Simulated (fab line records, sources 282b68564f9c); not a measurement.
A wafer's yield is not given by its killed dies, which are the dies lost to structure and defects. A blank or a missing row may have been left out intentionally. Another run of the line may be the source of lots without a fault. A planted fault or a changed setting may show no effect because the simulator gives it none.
Which tool is to blame? || flow rit_cmos || 42 wafers from 14 lots sampled at 3 of the route's 202 steps

WHAT THE GAUGES READ, wafer by wafer
RIT_NRETRO_OVL_MEAS_06.
{"lot": "L974", "measured": "day 2 08:00", "on": "overlay-02", "NRETRO_OVL (nm)": "1.8 0.2 1.2"}
{"lot": "L976", "measured": "day 2 16:09", "on": "overlay-02", "NRETRO_OVL (nm)": "1.8 -1.2 0.6"}
{"lot": "L977", "measured": "day 2 21:35", "on": "overlay-02", "NRETRO_OVL (nm)": "-0.3 0.5 -0.6"}
{"lot": "L978", "measured": "day 3 04:11", "on": "overlay-01", "NRETRO_OVL (nm)": "-0.9 -1.3 -0.3"}
{"lot": "L981", "measured": "day 3 21:14", "on": "overlay-02", "NRETRO_OVL (nm)": "-1.1 0.1 -0.1"}
{"lot": "L982", "measured": "day 4 05:51", "on": "overlay-01", "NRETRO_OVL (nm)": "-2.5 -4.6 -2.7"}
{"lot": "L984", "measured": "day 4 13:31", "on": "overlay-01", "NRETRO_OVL (nm)": "-1.0 -2.4 -2.2"}
{"lot": "L985", "measured": "day 4 18:40", "on": "overlay-02", "NRETRO_OVL (nm)": "2.0 0.9 2.7"}
{"lot": "L987", "measured": "day 5 03:31", "on": "overlay-01", "NRETRO_OVL (nm)": "0.5 0.0 0.4"}
{"lot": "L988", "measured": "day 5 06:28", "on": "overlay-02", "NRETRO_OVL (nm)": "-0.1 0.8 0.6"}
{"lot": "L991", "measured": "day 5 23:04", "on": "overlay-02", "NRETRO_OVL (nm)": "1.9 0.4 -0.1"}
{"lot": "L992", "measured": "day 6 03:16", "on": "overlay-01", "NRETRO_OVL (nm)": "0.3 -0.6 0.4"}
{"lot": "L994", "measured": "day 6 11:41", "on": "overlay-01", "NRETRO_OVL (nm)": "-0.2 2.6 0.2"}
{"lot": "L995", "measured": "day 6 17:01", "on": "overlay-01", "NRETRO_OVL (nm)": "-0.6 0.1 -0.8"}

RIT_SDANNEAL_RS_MEAS_07: measures by four-point-probe.
{"lot": "L974", "measured": "day 3 06:45", "on": "film_metro-02", "NLDD_RS (ohm/sq)": "151.6 151.3 151.6"}
{"lot": "L976", "measured": "day 3 13:44", "on": "film_metro-03", "NLDD_RS (ohm/sq)": "152.3 152.0 152.4"}
{"lot": "L977", "measured": "day 4 01:12", "on": "film_metro-02", "NLDD_RS (ohm/sq)": "152.5 152.6 152.2"}
{"lot": "L978", "measured": "day 4 07:10", "on": "film_metro-03", "NLDD_RS (ohm/sq)": "150.4 151.4 151.0"}
{"lot": "L981", "measured": "day 4 22:11", "on": "film_metro-02", "NLDD_RS (ohm/sq)": "151.5 150.7 151.3"}
{"lot": "L982", "measured": "day 5 05:39", "on": "film_metro-03", "NLDD_RS (ohm/sq)": "151.5 151.2 152.0"}
{"lot": "L984", "measured": "day 5 12:01", "on": "film_metro-03", "NLDD_RS (ohm/sq)": "151.4 151.0 151.2"}
{"lot": "L985", "measured": "day 5 19:43", "on": "film_metro-03", "NLDD_RS (ohm/sq)": "151.1 151.7 152.0"}
{"lot": "L987", "measured": "day 6 01:06", "on": "film_metro-02", "NLDD_RS (ohm/sq)": "150.8 150.5 150.7"}
{"lot": "L988", "measured": "day 6 05:26", "on": "film_metro-02", "NLDD_RS (ohm/sq)": "151.6 151.0 151.7"}
{"lot": "L991", "measured": "day 6 21:09", "on": "film_metro-02", "NLDD_RS (ohm/sq)": "151.9 152.4 151.9"}
{"lot": "L992", "measured": "day 7 01:01", "on": "film_metro-03", "NLDD_RS (ohm/sq)": "151.5 151.4 151.2"}
{"lot": "L994", "measured": "day 7 15:26", "on": "film_metro-02", "NLDD_RS (ohm/sq)": "152.2 151.3 151.7"}
{"lot": "L995", "measured": "day 7 19:47", "on": "film_metro-04", "NLDD_RS (ohm/sq)": "151.0 151.2 151.4"}

WHAT TOOL EACH LOT RAN ON (gives the tool, then ch and the chambers of the sampled wafers, and finally the start)
{"lot": "L974", "RIT_GATE_STRIP_20": "plasma_asher-03 ch 0,1, day 2 18:02"}
{"lot": "L976", "RIT_GATE_STRIP_20": "plasma_asher-04 ch 0,1, day 2 23:38"}
{"lot": "L977", "RIT_GATE_STRIP_20": "plasma_asher-03 ch 0,1, day 3 10:33"}
{"lot": "L978", "RIT_GATE_STRIP_20": "plasma_asher-04 ch 0,1, day 3 12:25"}
{"lot": "L981", "RIT_GATE_STRIP_20": "plasma_asher-04 ch 0,1, day 4 07:30"}
{"lot": "L982", "RIT_GATE_STRIP_20": "plasma_asher-02 ch 0,1, day 4 15:59"}
{"lot": "L984", "RIT_GATE_STRIP_20": "plasma_asher-03 ch 0,1, day 4 21:15"}
{"lot": "L985", "RIT_GATE_STRIP_20": "plasma_asher-03 ch 0,1, day 5 07:13"}
{"lot": "L987", "RIT_GATE_STRIP_20": "plasma_asher-03 ch 0,1, day 5 10:49"}
{"lot": "L988", "RIT_GATE_STRIP_20": "plasma_asher-02 ch 0,1, day 5 16:23"}
{"lot": "L991", "RIT_GATE_STRIP_20": "plasma_asher-04 ch 0,1, day 6 07:51"}
{"lot": "L992", "RIT_GATE_STRIP_20": "plasma_asher-04 ch 0,1, day 6 11:40"}
{"lot": "L994", "RIT_GATE_STRIP_20": "plasma_asher-02 ch 0,1, day 6 23:33"}
{"lot": "L995", "RIT_GATE_STRIP_20": "plasma_asher-04 ch 0,1, day 7 06:08"}
- RIT_GATE_STRIP_20: strips in O2, time 180 s.

WHAT THE TOOLS THEMSELVES READ (means of the sampled wafers that have a number; where no wafer has one, the mark that the record gives instead)
RIT_GATE_STRIP_20.
{"lot": "L974", "tool": "plasma_asher-03", "drypump_motor_current_A (A)": 5.58, "o2_flow_sccm (sccm)": 4003}
{"lot": "L976", "tool": "plasma_asher-04", "drypump_motor_current_A (A)": 5.76, "o2_flow_sccm (sccm)": 3990}
{"lot": "L977", "tool": "plasma_asher-03", "drypump_motor_current_A (A)": 5.57, "o2_flow_sccm (sccm)": 4010}
{"lot": "L978", "tool": "plasma_asher-04", "drypump_motor_current_A (A)": 5.82, "o2_flow_sccm (sccm)": 4012}
{"lot": "L981", "tool": "plasma_asher-04", "drypump_motor_current_A (A)": 5.85, "o2_flow_sccm (sccm)": 4001}
{"lot": "L982", "tool": "plasma_asher-02", "drypump_motor_current_A (A)": 5.30, "o2_flow_sccm (sccm)": 4003}
{"lot": "L984", "tool": "plasma_asher-03", "drypump_motor_current_A (A)": 5.62, "o2_flow_sccm (sccm)": 4010}
{"lot": "L985", "tool": "plasma_asher-03", "drypump_motor_current_A (A)": 5.60, "o2_flow_sccm (sccm)": 3996}
{"lot": "L987", "tool": "plasma_asher-03", "drypump_motor_current_A (A)": 5.62, "o2_flow_sccm (sccm)": 3999}
{"lot": "L988", "tool": "plasma_asher-02", "drypump_motor_current_A (A)": 5.30, "o2_flow_sccm (sccm)": 3999}
{"lot": "L991", "tool": "plasma_asher-04", "drypump_motor_current_A (A)": 5.74, "o2_flow_sccm (sccm)": 3993}
{"lot": "L992", "tool": "plasma_asher-04", "drypump_motor_current_A (A)": 5.75, "o2_flow_sccm (sccm)": 3990}
{"lot": "L994", "tool": "plasma_asher-02", "drypump_motor_current_A (A)": 5.30, "o2_flow_sccm (sccm)": 4006}
{"lot": "L995", "tool": "plasma_asher-04", "drypump_motor_current_A (A)": 5.77, "o2_flow_sccm (sccm)": 3992}

THE ANSWER, worked out from the rows above alone
Rule: the usual values come from the lots themselves. The widest of any qualifying gaps counts: lots, ordered by their means at a reading, are off when they make up no more than a third of the lots, leave a main group of 4 or more, and stand apart from it by 3 or more times the standard deviation of that group's means. The tables above print the reading to a certain number of digits; a main group whose means all agree to those digits is not used. Also off: a lot with no number at a reading for which 4 or more lots have one. Where the step has rows for the other lots, those lots are counted as sound. Order of review: gauges by route order, followed by the tools' own readings, for which a lot's mean as printed above is used. At the first step where some lot is off, the reading lying furthest off is the one used; lots without a number count as furthest.
No lot is off at any reading shown: from this, nothing can be told.

WHAT THE SIMULATOR PUT IN
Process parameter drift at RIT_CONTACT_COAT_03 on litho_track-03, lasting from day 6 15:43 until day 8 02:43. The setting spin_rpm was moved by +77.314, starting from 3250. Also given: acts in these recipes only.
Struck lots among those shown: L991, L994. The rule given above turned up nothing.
